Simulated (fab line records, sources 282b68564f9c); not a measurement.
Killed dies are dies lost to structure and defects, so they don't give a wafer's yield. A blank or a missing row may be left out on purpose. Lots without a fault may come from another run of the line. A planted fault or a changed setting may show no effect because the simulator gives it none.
A struck lot beside a sound one | flow rit_cmos | 39 steps out of a route of 202
Sound: wafers L160.2, L160.3, L160.5. Struck: wafers L166.1, L166.4, L166.5. The cause comes at the end.
At each step with rows: each side's tool, then ch and its chambers, then its first start. Under that, the readings that differ: sound wafers | struck wafers | difference of the means | sigmas: that difference in standard deviations of wafers without a fault.
alike: readings whose means differ by less than 2 such deviations, and words and numbers that are the same on both sides. not compared: withheld readings, readings that some wafer has no value for, bounds like >300 that may hide the same value, and numbers for which the record gives no deviation and whose values overlap.
The two part at a step that has a row with sigmas, a row that says differs or no value, or rows on one side only. Numbers that don't overlap but have no deviation are shown without sigmas and don't part them. A reading that every wafer of one side lacks parts them only if that side has two wafers or more.

first, 3 steps without rows for these wafers: RIT_GATE_EXPOSE_13 (exposes mask M6, target cd 150 nm); RIT_GATE_PEB_14; RIT_GATE_DEVELOP_15 (develop time 50 s).
RIT_GATE_CD_MEAS_16: target cd 150 nm.
  sound on cd_sem-02, day 4 14:10; struck on cd_sem-01, day 5 20:16
  alike: cd_nm
RIT_GATE_OVL_MEAS_17:
  sound on overlay-01, day 4 14:17; struck on overlay-02, day 5 20:23
  alike: GATE_OVL
then, 1 step without rows for these wafers: RIT_GATE_HARDBAKE_18 (time 60 s).
RIT_GATE_ETCH_19: etches poly-Si in SF6/CHF3/O2, stops on SiO2, time 165 s, target depth 312.5 nm.
  sound on rie_si-02 ch 0,2,3, day 4 14:28; struck on rie_si-02 ch 1,2,3, day 5 20:34
  alike: CHF3_flow_sccm, drypump_motor_current_A, oes_product_au, rf_fwd_power_W, throttle_valve_pct
  not compared: rf_hours_counter_h
RIT_GATE_STRIP_20: strips in O2, time 180 s.
  sound on plasma_asher-03 ch 0,1, day 4 14:34; struck on plasma_asher-04 ch 0,1, day 5 20:41
  alike: drypump_motor_current_A
  not compared: rf_hours_counter_h
RIT_GATE_CD_MEAS_90: target cd 150 nm.
  sound on cd_sem-02, day 4 14:46; struck on cd_sem-02, day 5 20:51
  alike: cd_nm
then, 3 steps without rows for these wafers: RIT_REOX_CLEAN_00 (cleans in SC1, time 600 s); RIT_REOX_CLEAN_01 (cleans in dHF, time 30 s); RIT_REOX_CLEAN_02 (cleans in SC2, time 600 s).
RIT_REOX_OXIDATION_03: target thk 25.2 nm, ox time 5580 s.
  sound on furnace-01 ch 0, day 4 16:43; struck on furnace-03 ch 0, day 5 21:22
  reading                                     | sound             | struck            | difference | sigmas
  ox_time_s (s)                               | 5580 5580 5580    | 8370 8370 8370    | +2790      |
  model.SiO2_of_REOX_OXIDATION_03.thk_nm (nm) | 26.11 26.08 25.76 | 32.58 32.57 32.57 | +6.59      |
  model.poly-Si_of_GATE_CVD_08.thk_nm (nm)    | 229.6 228.1 227.6 | 230.3 232 231.9   | +3.0       |
RIT_REOX_THK_MEAS_04:
  sound on film_metro-02, day 4 19:16; struck on film_metro-01, day 5 23:55
  reading             | sound          | struck         | difference | sigmas
  REOX_OXIDE_THK (nm) | 26.1 26.1 25.8 | 32.6 32.6 32.6 | +6.6       | +15
then, 6 steps without rows for these wafers: RIT_NLDD_HMDS_00 (prime time 60 s); RIT_NLDD_COAT_01 (resist thk 1000 nm); RIT_NLDD_SOFTBAKE_02 (time 60 s); RIT_NLDD_EXPOSE_03 (exposes mask M7, target cd 40700 nm); RIT_NLDD_PEB_04; RIT_NLDD_DEVELOP_05 (develop time 50 s).
RIT_NLDD_OVL_MEAS_06:
  sound on overlay-01, day 4 20:18; struck on overlay-02, day 6 00:50
  alike: NLDD_OVL
then, 2 steps without rows for these wafers: RIT_NLDD_HARDBAKE_07 (time 60 s); RIT_NLDD_IMPLANT_08.
RIT_NLDD_STRIP_09: strips in O2, time 180 s.
  sound on plasma_asher-02 ch 0, day 4 20:38; struck on plasma_asher-03 ch 0, day 6 01:10
  alike: drypump_motor_current_A
  not compared: rf_hours_counter_h
RIT_NLDD_TW_MEAS_10:
  sound on film_metro-02, day 4 20:49; struck on film_metro-04, day 6 01:20
  reading | sound          | struck         | difference | sigmas
  NLDD_TW | 2565 2569 2558 | 2511 2517 2520 | -48        | -2
then, 6 steps without rows for these wafers: RIT_PLDD_HMDS_00 (prime time 60 s); RIT_PLDD_COAT_01 (resist thk 982.6 nm); RIT_PLDD_SOFTBAKE_02 (time 60 s); RIT_PLDD_EXPOSE_03 (exposes mask M8, target cd 40900 nm); RIT_PLDD_PEB_04; RIT_PLDD_DEVELOP_05 (develop time 50 s).
RIT_PLDD_OVL_MEAS_06:
  sound on overlay-02, day 4 21:51; struck on overlay-02, day 6 02:18
  alike: PLDD_OVL
then, 2 steps without rows for these wafers: RIT_PLDD_HARDBAKE_07 (time 60 s); RIT_PLDD_IMPLANT_08.
RIT_PLDD_STRIP_09: strips in O2, time 180 s.
  sound on plasma_asher-01 ch 0, day 4 22:11; struck on plasma_asher-02 ch 0, day 6 02:38
  alike: drypump_motor_current_A
  not compared: rf_hours_counter_h
RIT_PLDD_TW_MEAS_10:
  sound on film_metro-04, day 4 22:22; struck on film_metro-03, day 6 02:49
  alike: PLDD_TW
RIT_SPACER_CLEAN_00: cleans in SC1, time 600 s.
  sound on wet_bench-04 ch 2, day 4 22:25; struck on wet_bench-01 ch 3, day 6 02:53
  reading                                     | sound            | struck            | difference | sigmas
  model.SiO2_of_REOX_OXIDATION_03.thk_nm (nm) | 24.1 24.07 23.78 | 30.07 30.05 30.06 | +6.08      |
then, 1 step without rows for these wafers: RIT_SPACER_CLEAN_01 (cleans in dHF, time 30 s).
RIT_M1_PROBE_99:
  sound on prober-01, day 5 14:10; struck on prober-01, day 6 16:17
  reading                             | sound             | struck            | difference | sigmas
  model.etest.pmos_turned.r_on_ohm_um | 3600 3643 3509    | 8755 8860 8605    | +5156      |
  model.etest.pmos_0p3.r_on_ohm_um    | 6504 6533 6528    | 8055 8109 7819    | +1473      |
  model.etest.pmos_0p15.r_on_ohm_um   | 2904 2939 2847    | 4442 4442 4279    | +1491      |
  model.etest.pldd.rs_ohm_sq          | 538.2 539.8 528.1 | 1423 1437 1424    | +893       |
  model.etest.nmos_0p15.r_on_ohm_um   | 1142 1122 1106    | 1472 1480 1428    | +337       |
  model.etest.nmos_0p3.r_on_ohm_um    | 2168 2182 2173    | 2516 2519 2429    | +314       |
  model.etest.pldd.line_ohm_um        | 170.3 170.2 164.1 | 454.2 454.7 453.1 | +285.8     |
  model.etest.nldd.rs_ohm_sq          | 367.7 365.4 361   | 551 553.2 550.1   | +187       |
  alike: killed_at_contacts, killed_at_front_end, killed_dies, killed_open, killed_short

WHERE THEY PART
First at RIT_REOX_THK_MEAS_04; last, within this record, at RIT_NLDD_TW_MEAS_10. Later steps at which nothing parts them and some readings are alike: RIT_PLDD_OVL_MEAS_06, RIT_PLDD_STRIP_09, RIT_PLDD_TW_MEAS_10, RIT_M1_PROBE_99.

WHY: what the simulator had put in
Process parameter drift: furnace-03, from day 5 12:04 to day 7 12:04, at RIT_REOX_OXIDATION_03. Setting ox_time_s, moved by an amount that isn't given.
